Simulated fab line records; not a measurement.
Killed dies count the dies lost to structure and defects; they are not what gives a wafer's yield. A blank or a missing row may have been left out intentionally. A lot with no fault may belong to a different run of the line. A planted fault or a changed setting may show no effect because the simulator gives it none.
Split-lot study | flow rit-cmos | 5 lots, 23 wafers read, on a route of 202 steps

== ON THE SPLIT ==
At RIT_SILICIDE_WET_ETCH_00 (etches SiO2 in BOE, target depth 14 nm, time 15 s), the setting time-s was moved away from the recipe's 15 s on 10 of the 23 wafers read, by -11.9% to -10.9%. The other wafers ran this setting at the recipe's value.

The reading is taken at the split's own step.

== THE READING ==
Si3N4_of_SPACER_CVD_03.thk-nm (the simulator's own value, which no gauge read), in nm, at RIT_SILICIDE_WET_ETCH_00 (etches SiO2 in BOE, target depth 14 nm, time 15 s). There is no usual value for it anywhere in the file. Average 197.1 nm, standard deviation 1.9 nm, over the 13 wafers here run with the recipe.

wafer  | tool, chamber at the split | time-s as run, s | against the recipe | Si3N4_of_SPACER_CVD_03.thk-nm, nm | against lot-mates on the recipe
L074.1 | -, -                       | 15               | recipe             | 194.5                             | -
L074.2 | -, -                       | 15               | recipe             | 194.8                             | -
L074.3 | -, -                       | 15               | recipe             | 195.6                             | -
L074.4 | -, -                       | 15               | recipe             | 196.7                             | -
L074.5 | -, -                       | 15               | recipe             | 194.4                             | -
L077.1 | -, -                       | 13.36            | -10.9%             | 190.7                             | no lot-mate on the recipe
L077.2 | -, -                       | 13.36            | -10.9%             | 189.1                             | no lot-mate on the recipe
L077.3 | -, -                       | 13.36            | -10.9%             | 188.7                             | no lot-mate on the recipe
L077.4 | -, -                       | 13.36            | -10.9%             | 189.3                             | no lot-mate on the recipe
L077.6 | -, -                       | 13.36            | -10.9%             | 192.2                             | no lot-mate on the recipe
L078.1 | -, -                       | 15               | recipe             | 199.3                             | -
L078.3 | -, -                       | 15               | recipe             | 198                               | -
L078.4 | -, -                       | 15               | recipe             | 198.4                             | -
L078.5 | -, -                       | 15               | recipe             | 198.3                             | -
L078.6 | -, -                       | 15               | recipe             | 200.2                             | -
L082.1 | wet-bench-04, 1            | 15               | recipe             | 195.8                             | -
L082.4 | wet-bench-04, 1            | 15               | recipe             | 197.1                             | -
L082.6 | wet-bench-04, 1            | 15               | recipe             | 199.1                             | -
L083.1 | -, -                       | 13.22            | -11.9%             | 183.8                             | no lot-mate on the recipe
L083.3 | -, -                       | 13.22            | -11.9%             | 186.2                             | no lot-mate on the recipe
L083.4 | -, -                       | 13.22            | -11.9%             | 184.7                             | no lot-mate on the recipe
L083.5 | -, -                       | 13.22            | -11.9%             | 184.1                             | no lot-mate on the recipe
L083.6 | -, -                       | 13.22            | -11.9%             | 185.8                             | no lot-mate on the recipe

THE FIT
A straight line over all 23 wafers: Si3N4_of_SPACER_CVD_03.thk-nm changes by +0.859 nm for each +1% of time-s; r = +0.92; the points scatter about the line by 2.2 nm.
Too few moved wafers have a lot-mate on the recipe to fit a line with each lot's own level taken away.

== FILE'S OWN FIT ==
Si3N4_of_SPACER_CVD_03.thk-nm changes by +0.859 nm for each +1% of time-s, r = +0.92.
